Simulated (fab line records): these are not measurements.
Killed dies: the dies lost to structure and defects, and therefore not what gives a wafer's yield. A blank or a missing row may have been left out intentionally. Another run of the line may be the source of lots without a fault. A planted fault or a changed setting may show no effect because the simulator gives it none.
Check for tools in common -- flow berkeley_cmos170 -- Sample size 15 lots and 45 wafers

WHY THIS WAS OPENED
Of 15 lots, 3 have the reading GATE_OXIDE_THK flagged at UCB170_GATE_THK_MEAS_02. No-fault wafers: 6.56 nm, standard deviation 0.17.
Rule: a lot is flagged in two cases, either no wafer of it has a number, or all its wafers with numbers fall more than 4 standard deviations from that mean. All remaining lots are regarded as sound.

lot,measured,on,"GATE_OXIDE_THK (nm), wafer by wafer",flag
L881,day 7 03:17,film_metro-04,6.66 6.65 6.58,
L882,day 7 03:18,film_metro-03,6.71 6.67 6.78,
L883,day 7 03:18,film_metro-02,6.53 6.46 6.61,
L885,day 7 14:32,film_metro-02,6.44 6.59 6.60,
L886,day 7 14:32,film_metro-03,6.62 6.65 6.71,
L887,day 8 03:36,film_metro-04,6.67 6.75 6.82,
L888,day 8 03:40,film_metro-04,6.86 6.87 6.80,
L891,day 8 23:44,film_metro-04,5.14 5.23 5.40,FLAGGED
L893,day 8 23:44,film_metro-02,5.45 5.47 5.47,FLAGGED
L892,day 8 23:44,film_metro-03,5.54 5.51 5.47,FLAGGED
L895,day 9 10:31,film_metro-02,6.95 6.99 7.01,
L894,day 9 10:32,film_metro-03,6.70 6.77 6.70,
L898,day 9 22:37,film_metro-02,6.58 6.54 6.58,
L896,day 9 22:40,film_metro-02,6.45 6.39 6.46,
L897,day 9 22:43,film_metro-03,6.34 6.37 6.51,
The numbers of the flagged lots are 5.41 nm on average: -1.15 nm against the usual, or -7 standard deviations.

WHICH TOOL RAN EACH LOT
The record holds 1 process step before the reading, out of a route of 331 steps. Each cell gives the tool, then ch followed by the chambers the sampled wafers passed through, then the start.
lot,flag,UCB170_GATE_OXIDATION_01
L881,,"furnace-04 ch 0, day 7 01:47"
L882,,"furnace-04 ch 0, day 7 01:47"
L883,,"furnace-04 ch 0, day 7 01:47"
L885,,"furnace-04 ch 0, day 7 13:02"
L886,,"furnace-04 ch 0, day 7 13:02"
L887,,"furnace-01 ch 0, day 8 02:05"
L888,,"furnace-01 ch 0, day 8 02:05"
L891,FLAGGED,"furnace-02 ch 0, day 8 22:13"
L893,FLAGGED,"furnace-02 ch 0, day 8 22:13"
L892,FLAGGED,"furnace-02 ch 0, day 8 22:13"
L895,,"furnace-01 ch 0, day 9 09:01"
L894,,"furnace-01 ch 0, day 9 09:01"
L898,,"furnace-04 ch 0, day 9 21:05"
L896,,"furnace-04 ch 0, day 9 21:05"
L897,,"furnace-04 ch 0, day 9 21:05"
What these steps do:
- UCB170_GATE_OXIDATION_01: target thk 6.6 nm, ox time 1800 s.
- UCB170_GATE_THK_MEAS_02

FLAGGED OVER TOTAL, TOOL BY TOOL (the gauges that took the reading come last)
step,tool,lots run,flagged,share of the flagged lots,sound lots run after its first flagged lot
UCB170_GATE_OXIDATION_01,furnace-01,4,0,none,-
UCB170_GATE_OXIDATION_01,furnace-02,3,3,all,0
UCB170_GATE_OXIDATION_01,furnace-04,8,0,none,-
UCB170_GATE_THK_MEAS_02,film_metro-02,6,1,some,"3 (L895,L898,L896)"
UCB170_GATE_THK_MEAS_02,film_metro-03,5,1,some,"2 (L894,L897)"
UCB170_GATE_THK_MEAS_02,film_metro-04,4,1,some,0

WHAT IS ALLOWED BY THE TABLE
All flagged lots share 1 row of the table, namely furnace-02 at UCB170_GATE_OXIDATION_01.
- furnace-02 at UCB170_GATE_OXIDATION_01 ran 3 lots, 3 of them flagged. No sound lot ran on it before its first flagged lot in this sample; the start therefore can't be narrowed down. Its own readings lie more than 4 standard deviations out on every wafer of the flagged lots: spike_tc_centre_C, spike_tc_load_C, spike_tc_source_C, tube_center_temp_C, tube_center_temp_C_max.
Just one tool remains: furnace-02 at UCB170_GATE_OXIDATION_01.

WHAT THE SIMULATOR PUT IN
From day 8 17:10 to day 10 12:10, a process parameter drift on furnace-02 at UCB170_GATE_OXIDATION_01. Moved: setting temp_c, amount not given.
Struck lots among those shown: L891, L893, L892. The rule above reached the same finding.
